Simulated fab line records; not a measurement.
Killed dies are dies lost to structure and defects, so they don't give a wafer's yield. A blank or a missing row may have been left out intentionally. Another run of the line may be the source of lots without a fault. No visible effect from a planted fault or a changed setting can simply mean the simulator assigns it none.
Which tool is to blame? || flow berkeley_cmos170 || Sampling: 15 lots, 45 wafers, 3 of 331 route steps

## WHAT EACH GAUGE READ, for each wafer
UCB170_SCREENOX_THK_MEAS_02. Usual: SCREENOX_OXIDE_THK typically reads 14.33 nm, with standard deviation 0.27.
{"lot": "L127", "measured": "day 5 02:42", "on": "film_metro-02", "SCREENOX_OXIDE_THK (nm)": "14.48 14.26 14.33", "flag": ""}
{"lot": "L129", "measured": "day 5 22:53", "on": "film_metro-02", "SCREENOX_OXIDE_THK (nm)": "14.04 14.14 14.16", "flag": ""}
{"lot": "L130", "measured": "day 6 08:58", "on": "film_metro-01", "SCREENOX_OXIDE_THK (nm)": "14.65 14.59 14.54", "flag": ""}
{"lot": "L131", "measured": "day 6 08:58", "on": "film_metro-02", "SCREENOX_OXIDE_THK (nm)": "14.91 14.77 14.90", "flag": ""}
{"lot": "L133", "measured": "day 7 06:19", "on": "film_metro-02", "SCREENOX_OXIDE_THK (nm)": "14.26 14.03 13.98", "flag": ""}
{"lot": "L135", "measured": "day 7 11:01", "on": "film_metro-03", "SCREENOX_OXIDE_THK (nm)": "14.13 14.53 14.09", "flag": ""}
{"lot": "L136", "measured": "day 7 17:13", "on": "film_metro-01", "SCREENOX_OXIDE_THK (nm)": "14.28 14.25 13.94", "flag": ""}
{"lot": "L139", "measured": "day 8 00:15", "on": "film_metro-03", "SCREENOX_OXIDE_THK (nm)": "14.08 14.44 14.23", "flag": ""}
{"lot": "L140", "measured": "day 8 07:13", "on": "film_metro-02", "SCREENOX_OXIDE_THK (nm)": "14.33 14.28 14.28", "flag": ""}
{"lot": "L141", "measured": "day 8 18:25", "on": "film_metro-02", "SCREENOX_OXIDE_THK (nm)": "14.55 14.28 14.33", "flag": ""}
{"lot": "L142", "measured": "day 8 18:26", "on": "film_metro-01", "SCREENOX_OXIDE_THK (nm)": "14.42 14.78 14.43", "flag": ""}
{"lot": "L143", "measured": "day 9 00:50", "on": "film_metro-02", "SCREENOX_OXIDE_THK (nm)": "13.86 14.02 14.02", "flag": ""}
{"lot": "L145", "measured": "day 9 00:50", "on": "film_metro-01", "SCREENOX_OXIDE_THK (nm)": "14.57 14.50 14.31", "flag": ""}
{"lot": "L144", "measured": "day 9 00:55", "on": "film_metro-03", "SCREENOX_OXIDE_THK (nm)": "14.27 14.25 14.19", "flag": ""}
{"lot": "L149", "measured": "day 10 13:01", "on": "film_metro-02", "SCREENOX_OXIDE_THK (nm)": "14.46 14.57 14.48", "flag": ""}

UCB170_NSD_CD_MEAS_06: target cd 1200 nm. Usual: cd_nm reads 1199.7 nm (standard deviation 1.4).
{"lot": "L127", "measured": "day 6 12:10", "on": "cd_sem-01", "cd_nm (nm)": "1200.5 1202.8 1202.2", "flag": ""}
{"lot": "L129", "measured": "day 7 12:34", "on": "cd_sem-02", "cd_nm (nm)": "1198.4 1199.5 1199.0", "flag": ""}
{"lot": "L130", "measured": "day 7 18:35", "on": "cd_sem-01", "cd_nm (nm)": "1200.9 1199.3 1199.1", "flag": ""}
{"lot": "L131", "measured": "day 7 18:21", "on": "cd_sem-02", "cd_nm (nm)": "1200.8 1199.5 1199.3", "flag": ""}
{"lot": "L139", "measured": "day 9 10:09", "on": "cd_sem-01", "cd_nm (nm)": "1199.7 1200.9 1199.2", "flag": ""}
{"lot": "L140", "measured": "day 10 04:21", "on": "cd_sem-01", "cd_nm (nm)": "1198.1 1198.8 1198.3", "flag": ""}
{"lot": "L141", "measured": "day 10 05:04", "on": "cd_sem-01", "cd_nm (nm)": "1199.5 1198.3 1198.6", "flag": ""}
{"lot": "L142", "measured": "day 10 04:36", "on": "cd_sem-02", "cd_nm (nm)": "1199.2 1198.7 1198.8", "flag": ""}
{"lot": "L143", "measured": "day 10 13:47", "on": "cd_sem-02", "cd_nm (nm)": "1200.1 1200.4 1200.4", "flag": ""}
{"lot": "L145", "measured": "day 10 08:46", "on": "cd_sem-01", "cd_nm (nm)": "1199.8 1198.5 1199.1", "flag": ""}
{"lot": "L144", "measured": "day 10 14:16", "on": "cd_sem-02", "cd_nm (nm)": "1198.1 1197.6 1198.0", "flag": ""}
{"lot": "L149", "measured": "day 11 22:39", "on": "cd_sem-01", "cd_nm (nm)": "1198.1 1198.9 1198.2", "flag": ""}

## EACH LOT AND THE TOOL THAT RAN IT (in order: tool; ch and the chambers of the sampled wafers; start)
{"lot": "L127", "UCB170_GATE_OXIDATION_01": "furnace-04 ch 0, day 5 13:21"}
{"lot": "L129", "UCB170_GATE_OXIDATION_01": "furnace-04 ch 0, day 6 09:54"}
{"lot": "L130", "UCB170_GATE_OXIDATION_01": "furnace-01 ch 0, day 6 19:31"}
{"lot": "L131", "UCB170_GATE_OXIDATION_01": "furnace-01 ch 0, day 6 19:31"}
{"lot": "L133", "UCB170_GATE_OXIDATION_01": "furnace-04, day 7 18:40"}
{"lot": "L135", "UCB170_GATE_OXIDATION_01": "furnace-04, day 7 18:40"}
{"lot": "L136", "UCB170_GATE_OXIDATION_01": "furnace-01, day 8 05:18"}
{"lot": "L139", "UCB170_GATE_OXIDATION_01": "furnace-04 ch 0, day 8 10:52"}
{"lot": "L140", "UCB170_GATE_OXIDATION_01": "furnace-01 ch 0, day 9 00:50"}
{"lot": "L141", "UCB170_GATE_OXIDATION_01": "furnace-01 ch 0, day 9 00:50"}
{"lot": "L142", "UCB170_GATE_OXIDATION_01": "furnace-01 ch 0, day 9 00:50"}
{"lot": "L143", "UCB170_GATE_OXIDATION_01": "furnace-04 ch 0, day 9 11:56"}
{"lot": "L145", "UCB170_GATE_OXIDATION_01": "furnace-04 ch 0, day 9 11:56"}
{"lot": "L144", "UCB170_GATE_OXIDATION_01": "furnace-04 ch 0, day 9 11:56"}
{"lot": "L149", "UCB170_GATE_OXIDATION_01": "furnace-01 ch 0, day 11 00:07"}
- UCB170_GATE_OXIDATION_01: target thk 6.6 nm, ox time 1800 s.

## AS READ BY THE TOOLS THEMSELVES (means over the sampled wafers that have a number; for cases with no such wafer, the mark the record gives instead)
UCB170_GATE_OXIDATION_01. Usual: ox_temp_c 850.0 C, standard deviation 0.38; ox_temp_c_max 853.5, standard deviation 1; zone_power_load_pct 23.7 %, standard deviation 2.4.
{"lot": "L127", "tool": "furnace-04", "ox_temp_c (C)": 850.1, "ox_temp_c_max": 852.9, "zone_power_load_pct (%)": 21.9, "flag": ""}
{"lot": "L129", "tool": "furnace-04", "ox_temp_c (C)": 850.2, "ox_temp_c_max": 853.6, "zone_power_load_pct (%)": 22.0, "flag": ""}
{"lot": "L130", "tool": "furnace-01", "ox_temp_c (C)": 849.7, "ox_temp_c_max": 852.5, "zone_power_load_pct (%)": 26.2, "flag": ""}
{"lot": "L131", "tool": "furnace-01", "ox_temp_c (C)": 850.0, "ox_temp_c_max": 852.9, "zone_power_load_pct (%)": 26.9, "flag": ""}
{"lot": "L133", "tool": "furnace-04", "ox_temp_c (C)": "-", "ox_temp_c_max": "-", "zone_power_load_pct (%)": "-", "flag": "OFF"}
{"lot": "L135", "tool": "furnace-04", "ox_temp_c (C)": "-", "ox_temp_c_max": "-", "zone_power_load_pct (%)": "-", "flag": "OFF"}
{"lot": "L136", "tool": "furnace-01", "ox_temp_c (C)": "-", "ox_temp_c_max": "-", "zone_power_load_pct (%)": "-", "flag": "OFF"}
{"lot": "L139", "tool": "furnace-04", "ox_temp_c (C)": 850.0, "ox_temp_c_max": 853.5, "zone_power_load_pct (%)": 22.2, "flag": ""}
{"lot": "L140", "tool": "furnace-01", "ox_temp_c (C)": 850.2, "ox_temp_c_max": 853.0, "zone_power_load_pct (%)": 26.8, "flag": ""}
{"lot": "L141", "tool": "furnace-01", "ox_temp_c (C)": 849.8, "ox_temp_c_max": 852.8, "zone_power_load_pct (%)": 26.7, "flag": ""}
{"lot": "L142", "tool": "furnace-01", "ox_temp_c (C)": 850.0, "ox_temp_c_max": 853.0, "zone_power_load_pct (%)": 26.9, "flag": ""}
{"lot": "L143", "tool": "furnace-04", "ox_temp_c (C)": 849.8, "ox_temp_c_max": 852.8, "zone_power_load_pct (%)": 22.2, "flag": ""}
{"lot": "L145", "tool": "furnace-04", "ox_temp_c (C)": 850.2, "ox_temp_c_max": 853.5, "zone_power_load_pct (%)": 22.0, "flag": ""}
{"lot": "L144", "tool": "furnace-04", "ox_temp_c (C)": 850.3, "ox_temp_c_max": 853.3, "zone_power_load_pct (%)": 22.0, "flag": ""}
{"lot": "L149", "tool": "furnace-01", "ox_temp_c (C)": 849.5, "ox_temp_c_max": 852.5, "zone_power_load_pct (%)": 27.0, "flag": ""}

## THE ANSWER, worked out from the rows above alone
Rule: lot off if the mean of its wafers having a number is beyond 3 standard deviations from the usual mean. A lot without any number at a reading at which 4 lots or more have one is off too. All remaining lots with rows at the step are treated as sound. Order of review: gauges by route order, followed by the tools' own readings, for which a lot's mean as printed above is used. The first step at which some lot is off is used, and at that step the reading that is off furthest; a lot without a number counts as furthest.
Off at UCB170_GATE_OXIDATION_01 (ox_temp_c): L133, L135, L136. Without a number there: L133, L135, L136.
If a tool, at that step or one of the process steps before it, ran each lot that is off and ran no sound lot following the first of them, it fits. No candidate that was tried fits.

## WHAT THE SIMULATOR PUT IN
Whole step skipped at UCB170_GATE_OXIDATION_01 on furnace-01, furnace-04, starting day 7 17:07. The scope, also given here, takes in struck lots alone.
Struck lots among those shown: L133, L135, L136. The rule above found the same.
